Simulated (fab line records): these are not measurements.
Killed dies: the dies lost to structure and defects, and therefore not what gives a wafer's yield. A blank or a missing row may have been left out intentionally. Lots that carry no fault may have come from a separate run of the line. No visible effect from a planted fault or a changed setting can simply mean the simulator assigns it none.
Which tool did it? -- flow berkeleyCmos170 -- Sampling: 7 lots, 21 wafers, 2 of 331 route steps

WHAT THE GAUGES READ, wafer by wafer
UCB170_CONTACT_THK_MEAS_02.
lot,measured,on,CONTACT_PSG_THK (nm)
L296,day 7 08:52,filmMetro-04,695 704 703
L295,day 7 09:59,filmMetro-01,690 697 695
L298,day 8 05:21,filmMetro-04,606 615 617
L299,day 9 03:21,filmMetro-02,704 700 701
L309,day 10 16:56,filmMetro-01,701 703 702
L312,day 10 20:31,filmMetro-02,695 698 702
L315,day 12 05:49,filmMetro-02,699 695 703

WHAT TOOL EACH LOT RAN ON (gives the tool, then ch and the chambers of the sampled wafers, and finally the start)
lot,UCB170_CONTACT_CVD_01
L296,"lpcvd-02 ch 1, day 7 06:11"
L295,"lpcvd-01 ch 1, day 7 08:11"
L298,"lpcvd-01 ch 0, day 8 03:34"
L299,"lpcvd-02 ch 1, day 9 01:34"
L309,"lpcvd-02 ch 1, day 10 15:10"
L312,"lpcvd-02 ch 0, day 10 18:40"
L315,"lpcvd-02 ch 1, day 12 04:01"
- UCB170_CONTACT_CVD_01: deposits PSG from SiH4/O2/PH3, target thk 700 nm, time 2820 s.

THE ANSWER, worked out from the rows above alone
Rule: the usual values come from the lots themselves. Put in order of their means at a reading, lots are off if they are a third of the lots or fewer, leave a main group of 4 or more, and stand apart from it by a gap of 3 or more times the standard deviation of the main group's means; of several such gaps the widest counts. A main group is skipped when, at the precision printed for the reading in the tables above, its means are all equal. Also off: a lot with no number at a reading for which 4 or more lots have one. Where the step has rows for the other lots, those lots are counted as sound.
Off: L298, at UCB170_CONTACT_THK_MEAS_02 (CONTACT_PSG_THK). The main group: mean 699 nm, standard deviation 2.7.
A tool fits if, at a process step before that reading, it ran every lot that is off, and no sound lot after the first of them. Gauges at UCB170_CONTACT_THK_MEAS_02: tried the same way as those tools. Can't be told from this: 2 tools fit, lpcvd-01 at UCB170_CONTACT_CVD_01, filmMetro-04 at UCB170_CONTACT_THK_MEAS_02.

WHAT THE SIMULATOR HAD PUT IN
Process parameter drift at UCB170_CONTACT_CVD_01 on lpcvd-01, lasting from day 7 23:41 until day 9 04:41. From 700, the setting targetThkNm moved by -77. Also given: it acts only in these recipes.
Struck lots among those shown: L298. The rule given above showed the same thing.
